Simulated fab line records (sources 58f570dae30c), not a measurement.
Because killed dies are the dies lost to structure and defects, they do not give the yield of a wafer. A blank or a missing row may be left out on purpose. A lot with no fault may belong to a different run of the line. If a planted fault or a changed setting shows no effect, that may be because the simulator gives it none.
fab line records	flow berkeley_cmos170
record lots=5	wafers=23
route steps=331 shown NWELL@28 PWELL@49 ACTIVE@68 SACOX@98 NVT@105 GATE@135 NLDD@166
start_h: the number of hours between the record's first day and the start of the first shown wafer of the lot	wait_h: hours elapsed since this lot's preceding step	" as in the row above	L1.1+2: a single row standing in for several wafers	- either no value or no given start	* or withheld: withheld	< > ~ a bound
route shown NAME@n: NAME is a module with steps in the file, n the number in the route of the first one	usual: average and standard deviation across the fault-free wafers	same: alike in all rows	chamber/n: place in a boat	sites: readings site by site	_std_site: the values' standard deviation	_edge_site: outer sites' mean less inner sites'	radius_mm: how far each site lies from the wafer's centre	mask NAME#n: copy n	behind: the most recent tool/chamber to have shaped the wafer	hold: what put the lot on hold/how long, in hours/how the hold closed	device: the transistor (n, p or np) that didn't switch	end of line: tests of these same wafers at the route's end	step lacking rows: just its recipe	killed: not the wafer's yield, but the dies lost to structure and defects at the first sort	map: shows each die of a wafer: x if killed, . if not, _ if none is there
set.NAME: setting as actually run; set.NAME@STEP: the setting as run at that earlier step	model.NAME: the simulator's own value behind a step, which no gauge read
lots with deliberately changed settings; one table per step, one row per wafer
## steps
# step UCB170_NWELL_IMPLANT_14
# recipe species=P	dose_cm2=1e+13	energy_kev=150	tilt_deg=7
lot.wafer	tool	chamber	start_h	wait_h	set.dose_cm2
L076.1+2	implanter-03	0	38.91	0.1	1.041e+13
L076.3+4+6	"	0	"	"	1e+13
L075.2+5+6	implanter-01	0	39.48	0.1	1e+13
L077.1+3	implanter-03	0	45.56	0.1	1e+13
L077.4+5+6	"	0	"	"	9.634e+12
L078.1+2+4	implanter-01	0	57.05	0.1	9.809e+12
L078.3+6	"	0	"	"	1e+13
L085.1+2+3+4+6	implanter-03	0	86.47	0.1	1e+13
# step UCB170_NWELL_STRIP_15
# recipe chemistry=O2	power_w=400	pressure_mtorr=3500	platen_temp_c=withheld	o2_flow_sccm=400	overash_fraction=0.5
# step UCB170_NWELL_TW_MEAS_16
# usual NWELL_TW=1250/7
lot.wafer	tool	chamber	start_h	wait_h	set.dose_cm2@NWELL_IMPLANT_14	NWELL_TW
L076.1	film_metro-03	-	39.16	0.1	1.041e+13	1276
L076.2	"	-	"	"	1.041e+13	1271
L076.3	"	-	"	"	1e+13	1256
L076.4	"	-	"	"	1e+13	1248
L076.6	"	-	"	"	1e+13	1255
L075.2	film_metro-04	-	39.72	0.1	1e+13	1251
L075.5	"	-	"	"	1e+13	1255
L075.6	"	-	"	"	1e+13	1254
L077.1	film_metro-03	-	45.81	0.1	1e+13	1252
L077.3	"	-	"	"	1e+13	1248
L077.4	"	-	"	"	9.634e+12	1234
L077.5	"	-	"	"	9.634e+12	1237
L077.6	"	-	"	"	9.634e+12	1236
L078.1	film_metro-04	-	57.30	0.1	9.809e+12	1244
L078.2	"	-	"	"	9.809e+12	1249
L078.3	"	-	"	"	1e+13	1256
L078.4	"	-	"	"	9.809e+12	1242
L078.6	"	-	"	"	1e+13	1247
L085.1	film_metro-03	-	86.72	0.1	1e+13	1249
L085.2	"	-	"	"	1e+13	1239
L085.3	"	-	"	"	1e+13	1241
L085.4	"	-	"	"	1e+13	1246
L085.6	"	-	"	"	1e+13	1246
# step UCB170_PWELL_IMPLANT_15
# recipe species=B	dose_cm2=5e+12	energy_kev=60	tilt_deg=7
lot.wafer	tool	chamber	start_h	wait_h	set.dose_cm2
L075.2+5+6	implanter-03	0	57.16	0.1	5e+12
L076.1+2+3+4+6	implanter-02	0	57.42	0.1	5e+12
L077.1+4+5	implanter-03	0	62.76	0.1	4.785e+12
L077.3+6	"	0	"	"	5e+12
L078.1+3	implanter-02	0	72.91	0.1	5e+12
L078.2+4+6	"	0	"	"	5.326e+12
L085.1+2	implanter-02	0	108.58	0.1	5e+12
L085.3+4+6	"	0	"	"	4.679e+12
# step UCB170_PWELL_STRIP_16
# recipe chemistry=O2	power_w=400	pressure_mtorr=3500	platen_temp_c=withheld	o2_flow_sccm=400	overash_fraction=0.5
# step UCB170_PWELL_TW_MEAS_17
# usual PWELL_TW=380.1/2.1
lot.wafer	tool	chamber	start_h	wait_h	set.dose_cm2@PWELL_IMPLANT_15	PWELL_TW
L075.2	film_metro-01	-	57.40	0.1	5e+12	381.3
L075.5	"	-	"	"	5e+12	380.4
L075.6	"	-	"	"	5e+12	379.1
L076.1	film_metro-04	-	57.67	0.1	5e+12	381.3
L076.2	"	-	"	"	5e+12	379.8
L076.3	"	-	"	"	5e+12	380.3
L076.4	"	-	"	"	5e+12	381.2
L076.6	"	-	"	"	5e+12	379.0
L077.1	film_metro-03	-	63.01	0.1	4.785e+12	375.7
L077.3	"	-	"	"	5e+12	379.0
L077.4	"	-	"	"	4.785e+12	376.0
L077.5	"	-	"	"	4.785e+12	376.1
L077.6	"	-	"	"	5e+12	378.0
L078.1	film_metro-03	-	73.16	0.1	5e+12	379.5
L078.2	"	-	"	"	5.326e+12	384.0
L078.3	"	-	"	"	5e+12	375.7
L078.4	"	-	"	"	5.326e+12	386.1
L078.6	"	-	"	"	5.326e+12	385.8
L085.1	film_metro-04	-	108.83	0.1	5e+12	382.2
L085.2	"	-	"	"	5e+12	381.3
L085.3	"	-	"	"	4.679e+12	375.3
L085.4	"	-	"	"	4.679e+12	375.7
L085.6	"	-	"	"	4.679e+12	376.0
# step UCB170_ACTIVE_COAT_08
# recipe resist=KrF	spin_rpm=1500	resist_thk_nm=900
lot.wafer	tool	chamber	start_h	wait_h	set.resist_thk_nm	model.KrF_of_ACTIVE_COAT_08.thk_nm
L076.1+2	litho_track-03	0	86.03	0.1	900	900.4
L076.3	"	0	"	"	876.1	877.5
L076.4	"	0	"	"	876.1	876.8
L076.6	"	0	"	"	900	901.7
L075.2	litho_track-04	0	86.18	0.1	900	900.3
L075.5	"	0	"	"	900	899.2
L075.6	"	0	"	"	900	901.7
L077.1	litho_track-04	0	89.99	0.1	900	902.6
L077.3	"	0	"	"	900	903.7
L077.4	"	0	"	"	858.2	859.8
L077.5	"	0	"	"	858.2	860.6
L077.6	"	0	"	"	900	901.8
L078.1	litho_track-03	0	104.74	0.1	900	901.1
L078.2	"	0	"	"	900	898.5
L078.3	"	0	"	"	900	901.5
L078.4	"	0	"	"	900	896.7
L078.6	"	0	"	"	900	898
L085.1	litho_track-04	0	132.47	0.1	945.3	950.7
L085.2	"	0	"	"	945.3	950.6
L085.3	"	0	"	"	900	905.2
L085.4	"	0	"	"	900	901.7
L085.6	"	0	"	"	945.3	948.8
# step UCB170_ACTIVE_SOFTBAKE_09
# recipe resist=KrF	temp_c=130	time_s=60
lot.wafer	tool	chamber	start_h	wait_h	set.time_s
L076.1+2+3	litho_track-03	0	86.18	0.1	60
L076.4+6	"	0	"	"	67.03
L075.2+5+6	litho_track-04	0	86.33	0.1	60
L077.1+3+4+5+6	litho_track-04	0	90.14	0.1	60
L078.1+2+6	litho_track-03	0	104.89	0.1	67.81
L078.3+4	"	0	"	"	60
L085.1+2+4	litho_track-04	0	132.62	0.1	55.83
L085.3+6	"	0	"	"	60
# step UCB170_ACTIVE_EXPOSE_10
# recipe mask_id=ACTIVE	target_cd_nm=1200	na=0.5	sigma_outer=0.6	source_shape=conventional	dose_mj=20
# step UCB170_ACTIVE_PEB_11
# recipe peb_temp_c=130	peb_time_s=withheld	resist=KrF
# step UCB170_ACTIVE_ETCH_15
# recipe chemistry=CH3F/Ar/O2	target=Si3N4	stop_on=SiO2	CH3F_flow_sccm=20	Ar_flow_sccm=50	O2_flow_sccm=7	pressure_mtorr=50	rf_w=450	target_depth_a=2420	over_etch_frac=0.1	time_s=151
lot.wafer	tool	chamber	start_h	wait_h	set.resist_thk_nm@ACTIVE_COAT_08	model.KrF_of_ACTIVE_COAT_08.thk_nm
L076.1	rie_diel-04	2	87.00	0.0	900	727.2
L076.2	"	1	"	"	900	728
L076.3	"	0	"	"	876.1	703.9
L076.4	"	3	"	"	876.1	704.4
L076.6	"	1	"	"	900	729.1
L075.2	rie_diel-02	1	87.12	0.0	900	724
L075.5	"	1	"	"	900	723.2
L075.6	"	0	"	"	900	728.3
L077.1	rie_diel-02	3	90.90	0.0	900	724.6
L077.3	"	0	"	"	900	730.9
L077.4	"	2	"	"	858.2	683.7
L077.5	"	2	"	"	858.2	686.3
L077.6	"	1	"	"	900	725.8
L078.1	rie_diel-02	2	105.71	0.0	900	725.1
L078.2	"	0	"	"	900	725.2
L078.3	"	1	"	"	900	723.3
L078.4	"	3	"	"	900	718.4
L078.6	"	0	"	"	900	722.5
L085.1	rie_diel-04	1	133.56	0.0	945.3	776
L085.2	"	2	"	"	945.3	775.3
L085.3	"	3	"	"	900	731.7
L085.4	"	0	"	"	900	727
L085.6	"	0	"	"	945.3	773.2
# step UCB170_ACTIVE_STRIP_16
# recipe chemistry=O2	power_w=400	pressure_mtorr=3500	platen_temp_c=withheld	o2_flow_sccm=400	overash_fraction=0.5
# usual strip_time_to_endpoint_s=18.12/0.072
lot.wafer	tool	chamber	start_h	wait_h	set.resist_thk_nm@ACTIVE_COAT_08	strip_time_to_endpoint_s
L076.1	plasma_asher-04	1	87.10	0.1	900	18.16
L076.2	"	0	"	"	900	18.16
L076.3	"	1	"	"	876.1	17.62
L076.4	"	0	"	"	876.1	17.60
L076.6	"	0	"	"	900	18.21
L075.2	plasma_asher-04	0	87.22	0.1	900	18.08
L075.5	"	1	"	"	900	18.04
L075.6	"	0	"	"	900	18.18
L077.1	plasma_asher-04	1	91.00	0.1	900	18.10
L077.3	"	0	"	"	900	18.26
L077.4	"	1	"	"	858.2	17.11
L077.5	"	1	"	"	858.2	17.16
L077.6	"	0	"	"	900	18.11
L078.1	plasma_asher-03	0	105.81	0.1	900	18.12
L078.2	"	1	"	"	900	18.11
L078.3	"	0	"	"	900	18.05
L078.4	"	1	"	"	900	17.93
L078.6	"	0	"	"	900	18.04
L085.1	plasma_asher-04	1	133.66	0.1	945.3	19.31
L085.2	"	0	"	"	945.3	19.28
L085.3	"	0	"	"	900	18.25
L085.4	"	1	"	"	900	18.16
L085.6	"	1	"	"	945.3	19.23
# step UCB170_SACOX_OXIDATION_01
# recipe temp_c=900	ambient=O2	target_thk_a=144	ox_time_s=2400
lot.wafer	tool	chamber	start_h	wait_h	set.ox_time_s	model.SiO2_of_SACOX_OXIDATION_01.thk_nm
L075.2	furnace-01	0	108.41	3.5	2400	14.52
L075.5	"	0	"	"	2400	14.38
L075.6	"	0	"	"	2400	14.35
L076.1	-	-	-	3.5	2063	12.95
L076.2	"	-	"	"	2063	12.62
L076.3	"	-	"	"	2063	13.02
L076.4	"	-	"	"	2063	12.86
L076.6	"	-	"	"	2063	12.85
L077.1	-	-	-	3.5	2400	14.77
L077.3	"	-	"	"	2400	14.85
L077.4+5	"	-	"	"	2400	14.67
L077.6	"	-	"	"	2400	14.58
L078.1	-	-	-	1.6	2286	14.04
L078.2	"	-	"	"	2286	14.13
L078.3	"	-	"	"	2286	14.16
L078.4	"	-	"	"	2286	14.25
L078.6	"	-	"	"	2286	14.21
L085.1	-	-	-	4.1	2400	14.34
L085.2	"	-	"	"	2400	14.38
L085.3	"	-	"	"	2400	14.59
L085.4	"	-	"	"	2400	14.49
L085.6	"	-	"	"	2400	14.4
# step UCB170_SACOX_THK_MEAS_02
# recipe reads=SiO2_of_SACOX_OXIDATION_01
# usual SACOX_OXIDE_THK=14.47/0.23
lot.wafer	tool	chamber	start_h	wait_h	set.ox_time_s@SACOX_OXIDATION_01	SACOX_OXIDE_THK[nm]
L075.2	film_metro-01	-	110.08	0.0	2400	14.47
L075.5	"	-	"	"	2400	14.40
L075.6	"	-	"	"	2400	14.32
L076.1	film_metro-02	-	-	-	2063	12.97
L076.2	"	-	"	"	2063	12.64
L076.3	"	-	"	"	2063	12.99
L076.4	"	-	"	"	2063	12.85
L076.6	"	-	"	"	2063	12.83
L077.1	film_metro-03	-	-	-	2400	14.78
L077.3	"	-	"	"	2400	14.83
L077.4	"	-	"	"	2400	14.66
L077.5	"	-	"	"	2400	14.69
L077.6	"	-	"	"	2400	14.56
L078.1	film_metro-03	-	-	-	2286	14.05
L078.2	"	-	"	"	2286	14.13
L078.3	"	-	"	"	2286	14.11
L078.4	"	-	"	"	2286	14.31
L078.6	"	-	"	"	2286	14.23
L085.1	film_metro-03	-	-	-	2400	14.33
L085.2	"	-	"	"	2400	14.38
L085.3	"	-	"	"	2400	14.57
L085.4	"	-	"	"	2400	14.53
L085.6	"	-	"	"	2400	14.42
# step UCB170_NVT_COAT_01
# recipe resist=KrF	spin_rpm=1500	resist_thk_nm=900
lot.wafer	tool	chamber	start_h	wait_h	set.spin_rpm	model.KrF_of_NVT_COAT_01.thk_nm
L075.2	litho_track-02	0	120.34	0.1	1500	895.7
L075.5	"	0	"	"	1500	896.8
L075.6	"	0	"	"	1500	895.3
L076.1	litho_track-01	0	120.53	0.1	1500	902.9
L076.2	"	0	"	"	1534	890.5
L076.3	"	0	"	"	1500	900.2
L076.4	"	0	"	"	1534	890.9
L076.6	"	0	"	"	1534	892
L077.1	litho_track-03	0	120.72	0.1	1405	927.7
L077.3	"	0	"	"	1500	900.3
L077.4	"	0	"	"	1500	896.2
L077.5	"	0	"	"	1500	901.9
L077.6	"	0	"	"	1405	929.9
L078.1	litho_track-01	0	132.67	0.1	1389	932.7
L078.2	"	0	"	"	1500	896.1
L078.3	"	0	"	"	1389	934.4
L078.4	"	0	"	"	1500	897.6
L078.6	"	0	"	"	1389	932.1
L085.1	litho_track-02	0	164.56	0.1	1500	903.6
L085.2	"	0	"	"	1565	883.4
L085.3	"	0	"	"	1565	884.7
L085.4	"	0	"	"	1500	903.5
L085.6	"	0	"	"	1565	884.2
# step UCB170_NVT_SOFTBAKE_02
# recipe resist=KrF	temp_c=130	time_s=60
# step UCB170_NVT_EXPOSE_03
# recipe mask_id=PWELL	target_cd_nm=3000	na=0.5	sigma_outer=0.6	source_shape=conventional	dose_mj=30
# step UCB170_NVT_IMPLANT_07
# recipe species=BF2	dose_cm2=3e+12	energy_kev=50	tilt_deg=7
# step UCB170_NVT_STRIP_08
# recipe chemistry=O2	power_w=400	pressure_mtorr=3500	platen_temp_c=withheld	o2_flow_sccm=400	overash_fraction=0.5163
# usual strip_time_to_endpoint_s=21.62/0.074
lot.wafer	tool	chamber	start_h	wait_h	set.spin_rpm@NVT_COAT_01	strip_time_to_endpoint_s
L075.2	plasma_asher-01	0	121.20	0.1	1500	21.53
L075.5	"	0	"	"	1500	21.54
L075.6	"	1	"	"	1500	21.52
L076.1	plasma_asher-02	0	121.54	0.1	1500	21.71
L076.2	"	1	"	"	1534	21.41
L076.3	"	1	"	"	1500	21.62
L076.4	"	0	"	"	1534	21.42
L076.6	"	1	"	"	1534	21.43
L077.1	plasma_asher-03	0	121.78	0.1	1405	22.29
L077.3	"	1	"	"	1500	21.63
L077.4	"	0	"	"	1500	21.53
L077.5	"	1	"	"	1500	21.67
L077.6	"	0	"	"	1405	22.35
L078.1	plasma_asher-02	0	133.67	0.1	1389	22.40
L078.2	"	1	"	"	1500	21.52
L078.3	"	0	"	"	1389	22.45
L078.4	"	1	"	"	1500	21.55
L078.6	"	0	"	"	1389	22.39
L085.1	plasma_asher-03	0	165.89	0.1	1500	21.71
L085.2	"	1	"	"	1565	21.24
L085.3	"	0	"	"	1565	21.28
L085.4	"	1	"	"	1500	21.71
L085.6	"	1	"	"	1565	21.24
# step UCB170_GATE_EXPOSE_09
# recipe mask_id=POLY	target_cd_nm=350	na=0.5	sigma_outer=0.6	source_shape=conventional	dose_mj=21
lot.wafer	tool	chamber	start_h	wait_h	mask	set.dose_mj
L077.1+5+6	krf_scanner-01	0	134.92	-	POLY#0	21.51
L077.3+4	"	0	"	"	POLY#0	21
L076.1+2	krf_scanner-01	0	135.04	-	POLY#0	19.61
L076.3+4+6	"	0	"	"	POLY#0	21
L075.2+5+6	krf_scanner-01	0	135.17	-	POLY#0	21
L078.1+2+3	krf_scanner-01	0	148.38	-	POLY#0	19.48
L078.4+6	"	0	"	"	POLY#0	21
L085.1+2+3	krf_scanner-02	0	181.71	-	POLY#0	21
L085.4+6	"	0	"	"	POLY#0	22.09
# step UCB170_GATE_PEB_10
# recipe peb_temp_c=130	peb_time_s=withheld	resist=KrF
# step UCB170_GATE_DEVELOP_11
# recipe developer=TMAH	develop_time_s=45	resist=KrF	dev_temp_c=21
# step UCB170_GATE_CD_MEAS_12
# recipe target_cd_nm=350
# usual cd_nm=350.5/1.3
lot.wafer	tool	chamber	start_h	wait_h	set.dose_mj@GATE_EXPOSE_09	cd_nm
L077.1	cd_sem-02	-	135.38	-	21.51	346.5
L077.3	"	-	"	"	21	350.9
L077.4	"	-	"	"	21	350.3
L077.5	"	-	"	"	21.51	345.8
L077.6	"	-	"	"	21.51	346.4
L076.1	cd_sem-01	-	135.47	-	19.61	360.5
L076.2	"	-	"	"	19.61	361.2
L076.3	"	-	"	"	21	349.8
L076.4	"	-	"	"	21	349.9
L076.6	"	-	"	"	21	348.7
L075.2	cd_sem-02	-	135.57	-	21	351.3
L075.5	"	-	"	"	21	351.9
L075.6	"	-	"	"	21	352.5
L078.1	cd_sem-02	-	149.38	-	19.48	361.4
L078.2	"	-	"	"	19.48	361.7
L078.3	"	-	"	"	19.48	362.7
L078.4	"	-	"	"	21	348.7
L078.6	"	-	"	"	21	349.5
L085.1	cd_sem-02	-	182.26	-	21	350.0
L085.2	"	-	"	"	21	349.9
L085.3	"	-	"	"	21	350.0
L085.4	"	-	"	"	22.09	343.0
L085.6	"	-	"	"	22.09	341.6
# step UCB170_GATE_ETCH_15
# recipe chemistry=HBr/Cl2	target=poly-Si	stop_on=SiO2	over_etch_frac=0.3	icp_w=300	bias_w=150	time_s=56.3	pressure_mtorr=15	HBr_flow_sccm=150	Cl2_flow_sccm=50	target_depth_a=2782
lot.wafer	tool	chamber	start_h	wait_h	set.time_s	set.dose_mj@GATE_EXPOSE_09	model.GATE.cd_nm	model.KrF_of_GATE_COAT_07.thk_nm
L077.1	rie_si-01	1	135.58	-	56.3	21.51	346.3	770.9
L077.3	"	3	"	"	56.3	21	350.5	770
L077.4	"	0	"	"	52.38	21	-	774.8
L077.5	"	3	"	"	52.38	21.51	346.6	777.4
L077.6	"	0	"	"	52.38	21.51	346.1	776.9
L076.1	rie_si-02	1	135.67	-	56.3	19.61	360.1	780.5
L076.2	"	3	"	"	56.3	19.61	361.7	781.8
L076.3	"	0	"	"	56.3	21	349.2	783.5
L076.4	"	2	"	"	56.3	21	349.9	782.5
L076.6	"	2	"	"	56.3	21	349.8	783.4
L075.2	rie_si-01	3	135.75	-	56.3	21	351.3	776.3
L075.5	"	3	"	"	56.3	21	351.9	774.4
L075.6	"	2	"	"	56.3	21	351.8	772.5
L078.1	rie_si-02	2	149.58	-	63.4	19.48	361.5	764.6
L078.2	"	0	"	"	56.3	19.48	360.7	778
L078.3	"	3	"	"	56.3	19.48	363	777.6
L078.4	"	1	"	"	63.4	21	347.9	766.1
L078.6	"	1	"	"	63.4	21	350.5	768.6
L085.1	rie_si-02	1	182.46	-	56.3	21	350.7	778.6
L085.2	"	3	"	"	50.01	21	349.2	792.5
L085.3	"	2	"	"	50.01	21	349.7	791.6
L085.4	"	0	"	"	56.3	22.09	342.6	781.6
L085.6	"	2	"	"	56.3	22.09	341.5	780.6
# step UCB170_GATE_STRIP_16
# recipe chemistry=O2	power_w=400	pressure_mtorr=3500	platen_temp_c=withheld	o2_flow_sccm=400	overash_fraction=0.5
# step UCB170_GATE_CD_MEAS_90
# recipe target_cd_nm=350
# usual cd_nm=350.4/1.5
lot.wafer	tool	chamber	start_h	wait_h	set.dose_mj@GATE_EXPOSE_09	cd_nm
L077.1	cd_sem-01	-	135.73	0.1	21.51	346.2
L077.3	"	-	"	"	21	350.5
L077.4	"	-	"	"	21	350.2
L077.5	"	-	"	"	21.51	346.9
L077.6	"	-	"	"	21.51	346.0
L076.1	cd_sem-01	-	135.85	0.1	19.61	360.2
L076.2	"	-	"	"	19.61	361.8
L076.3	"	-	"	"	21	349.0
L076.4	"	-	"	"	21	349.7
L076.6	"	-	"	"	21	349.3
L075.2	cd_sem-02	-	135.93	0.1	21	351.0
L075.5	"	-	"	"	21	352.0
L075.6	"	-	"	"	21	351.7
L078.1	cd_sem-02	-	149.73	0.1	19.48	361.3
L078.2	"	-	"	"	19.48	360.7
L078.3	"	-	"	"	19.48	363.1
L078.4	"	-	"	"	21	347.5
L078.6	"	-	"	"	21	350.5
L085.1	cd_sem-02	-	182.61	0.1	21	350.8
L085.2	"	-	"	"	21	349.2
L085.3	"	-	"	"	21	349.6
L085.4	"	-	"	"	22.09	342.3
L085.6	"	-	"	"	22.09	341.5
# step UCB170_NLDD_IMPLANT_08
# recipe species=As	dose_cm2=5e+13	energy_kev=30	tilt_deg=7	rotation_deg=0
lot.wafer	tool	chamber	start_h	wait_h	set.energy_kev	model.implant.rp_nm	model.implant.drp_nm
L077.1+4+6	implanter-04	0	139.18	0.0	30	21.76	9.611
L077.3+5	"	0	"	"	29.34	21.39	9.456
L076.1+4+6	implanter-02	0	139.45	0.0	30	20.67	9.611
L076.2+3	"	0	"	"	30.47	20.91	9.72
L075.2+5+6	implanter-04	0	139.68	0.0	30	21.53	9.611
L078.1+3+4	implanter-04	0	153.46	0.0	28.26	20.25	9.203
L078.2+6	"	0	"	"	30	21.19	9.611
L085.1+2+4	implanter-04	0	186.38	0.0	30	21.63	9.611
L085.3+6	"	0	"	"	29.19	21.18	9.421
## key
split step=UCB170_NWELL_IMPLANT_14	setting=dose_cm2	stated=1e+13	by=wafer
response step=UCB170_NWELL_TW_MEAS_16	reading=NWELL_TW	change=+4.34	per=1%	r=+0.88
split step=UCB170_PWELL_IMPLANT_15	setting=dose_cm2	stated=5e+12	by=wafer
response step=UCB170_PWELL_TW_MEAS_17	reading=PWELL_TW	change=+0.979	per=1%	r=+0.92
split step=UCB170_ACTIVE_COAT_08	setting=resist_thk_nm	stated=900	by=wafer
response step=UCB170_ACTIVE_COAT_08	reading=model.KrF_of_ACTIVE_COAT_08.thk_nm	change=+9.17	per=1%	r=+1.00
response step=UCB170_ACTIVE_ETCH_15	reading=model.KrF_of_ACTIVE_COAT_08.thk_nm	change=+9.05	per=1%	r=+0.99
response step=UCB170_ACTIVE_STRIP_16	reading=strip_time_to_endpoint_s	change=*	per=1%	r=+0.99
split step=UCB170_ACTIVE_SOFTBAKE_09	setting=time_s	stated=60	by=wafer
response none clear
split step=UCB170_SACOX_OXIDATION_01	setting=ox_time_s	stated=2400	by=lot
response step=UCB170_SACOX_OXIDATION_01	reading=model.SiO2_of_SACOX_OXIDATION_01.thk_nm	change=+0.119	per=1%	r=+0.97
response step=UCB170_SACOX_THK_MEAS_02	reading=SACOX_OXIDE_THK	change=+0.119	per=1%	r=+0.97
split step=UCB170_NVT_COAT_01	setting=spin_rpm	stated=1500	by=wafer
response step=UCB170_NVT_COAT_01	reading=model.KrF_of_NVT_COAT_01.thk_nm	change=-4.72	per=1%	r=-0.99
response step=UCB170_NVT_STRIP_08	reading=strip_time_to_endpoint_s	change=*	per=1%	r=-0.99
split step=UCB170_GATE_EXPOSE_09	setting=dose_mj	stated=21	by=wafer
response step=UCB170_GATE_CD_MEAS_12	reading=cd_nm	change=-1.7	per=1%	r=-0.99
response step=UCB170_GATE_ETCH_15	reading=model.GATE.cd_nm	change=-1.67	per=1%	r=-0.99
response step=UCB170_GATE_CD_MEAS_90	reading=cd_nm	change=-1.71	per=1%	r=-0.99
split step=UCB170_GATE_ETCH_15	setting=time_s	stated=56.3	by=wafer
response step=UCB170_GATE_ETCH_15	reading=model.KrF_of_GATE_COAT_07.thk_nm	change=-0.954	per=1%	r=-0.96
split step=UCB170_NLDD_IMPLANT_08	setting=energy_kev	stated=30	by=wafer
response step=UCB170_NLDD_IMPLANT_08	reading=model.implant.rp_nm	change=+0.163	per=1%	r=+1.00
response step=UCB170_NLDD_IMPLANT_08	reading=model.implant.drp_nm	change=+0.0702	per=1%	r=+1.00
